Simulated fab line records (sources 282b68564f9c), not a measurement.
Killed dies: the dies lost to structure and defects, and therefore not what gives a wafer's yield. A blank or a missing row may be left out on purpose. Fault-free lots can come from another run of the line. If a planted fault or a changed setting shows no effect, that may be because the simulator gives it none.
fab line records ; flow ritCmos
[record] lots = 14; wafers = 42; lastDay = 7
route steps=202 shown SDANNEAL@153
lots that met no fault: from a run of the same line without faults
startH: hours from the record's opening day to when the first of the lot's shown wafers began ; waitH: time in hours since the lot's previous step ; " the same as in the row above ; L1.1+2: a single row standing in for several wafers ; - no value, or no start given ; * or withheld: withheld ; < > ~ a bound
route shown NAME@n: a module of which the file shows steps, and the number in the route of the first ; usual: mean/standard deviation taken from wafers without a fault ; same: alike in all rows ; chamber/n: place in a boat ; sites: readings site by site ; _std_site: how widely they spread, as a standard deviation ; _edge_site: inner sites' mean taken away from outer sites' mean ; radiusMm: how far each site lies from the wafer's centre ; mask NAME#n: copy n ; behind: the last tool/chamber to shape the wafer ; hold: reason for holding the lot/hours on hold/outcome of the hold ; device: which transistor (n, p or np) failed to switch ; end of line: the same wafers' tests at the end of the route ; a step with no rows: only its recipe ; killed: at the first sort, the dies lost to defects and structure; wafer yield is something else ; map: a wafer's dies, x killed, . not, _ none there
set.NAME: the run value of the setting; set.NAME@STEP: its run value at that earlier step ; model.NAME: the simulator's own value behind a step, which no gauge read
one table for each step of the route and one row for each wafer, over a sample of lots
services: the hour from which a tool's chamber was out of use, counted from the record's first day as startH (under 0 if before that day), plus the number of hours and why
[[steps]]
[step RIT_SDANNEAL_CLEAN_00]
[recipe] chemistry = SC1; mix = 3:3:50; timeS = 600; tempC = 75
[usual] bathGuardTempC = 74.8/0.47; bathHeatDutyPct = 16.2/1.4
lot.wafer;tool;chamber;startH;waitH;bathGuardTempC;bathHeatDutyPct
L500.1;wetBench-03;2;51.75;0.1;75.3;17.4
L500.3;wetBench-03;2;51.75;0.1;75.0;15.9
L500.4;wetBench-03;2;51.75;0.1;74.6;17.4
L502.1;wetBench-01;0;59.08;0.1;74.9;14.7
L502.3;wetBench-01;0;59.08;0.1;74.6;14.8
L502.5;wetBench-01;0;59.08;0.1;74.5;14.7
L503.1;wetBench-03;1;63.96;0.1;75.6;16.9
L503.2;wetBench-03;1;63.96;0.1;75.5;17.3
L503.6;wetBench-03;1;63.96;0.1;75.3;16.1
L505.2;wetBench-01;3;75.89;0.0;74.3;14.9
L505.3;wetBench-01;3;75.89;0.0;74.1;15.3
L505.6;wetBench-01;3;75.89;0.0;74.3;15.9
L506.1;wetBench-04;1;79.13;0.1;75.9;16.5
L506.2;wetBench-04;1;79.13;0.1;75.8;16.9
L506.3;wetBench-04;1;79.13;0.1;75.7;16.6
L507.1;wetBench-04;3;84.20;0.1;74.5;14.6
L507.3;wetBench-04;3;84.20;0.1;74.4;14.7
L507.5;wetBench-04;3;84.20;0.1;74.4;14.5
L508.1;wetBench-01;2;88.81;0.1;74.3;17.2
L508.2;wetBench-01;2;88.81;0.1;74.9;16.5
L508.3;wetBench-01;2;88.81;0.1;74.7;17.6
L512.2;wetBench-01;3;108.49;0.0;-;-
L512.4;wetBench-01;3;108.49;0.0;-;-
L512.5;wetBench-01;3;108.49;0.0;-;-
L513.2;wetBench-04;0;113.21;0.0;-;-
L513.4;wetBench-04;0;113.21;0.0;-;-
L513.5;wetBench-04;0;113.21;0.0;-;-
L517.1;wetBench-03;0;136.74;0.1;74.9;14.2
L517.3;wetBench-03;0;136.74;0.1;74.5;14.6
L517.4;wetBench-03;0;136.74;0.1;74.7;14.0
L519.2;wetBench-01;1;149.29;0.0;74.4;13.2
L519.4;wetBench-01;1;149.29;0.0;74.1;16.0
L519.5;wetBench-01;1;149.29;0.0;74.6;14.8
L520.1;wetBench-04;2;153.69;0.1;74.5;16.0
L520.2;wetBench-04;2;153.69;0.1;74.4;18.6
L520.3;wetBench-04;2;153.69;0.1;74.5;16.5
L522.3;wetBench-01;1;160.76;0.0;74.4;15.4
L522.5;wetBench-01;1;160.76;0.0;74.2;15.6
L522.6;wetBench-01;1;160.76;0.0;74.4;15.0
L523.1;wetBench-01;2;165.13;0.1;74.5;17.8
L523.5;wetBench-01;2;165.13;0.1;74.9;16.8
L523.6;wetBench-01;2;165.13;0.1;74.6;17.7
[[services]]
tool;chamber;startH;hours;kind
wetBench-04;-;98.42;3.7;repair
wetBench-04;-;158.48;1.9;repair
[[key]]
[firstSign] step = RIT_SDANNEAL_CLEAN_00; reading = toolRecord; direction = missing
effect none on later readings
metAt RIT_SDANNEAL_CLEAN_00
struckLots L512,L513
testerLeftOut L512,L513
onsetBetween 88.81 108.49
[fault] kind = skippedStepWhole; tool = wetBench-01,wetBench-04; chamber = -; onsetH = 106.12; steps = RIT_SDANNEAL_CLEAN_00; scope = struckLotsOnly
// testerLeftOut: of these lots the tester's yield and bins aren't shown, on N5 and GAA mostly nor the transistor test; their killed dies are dies lost to structure and defects alone, not to doping, threshold or leakage, so they don't give the yield
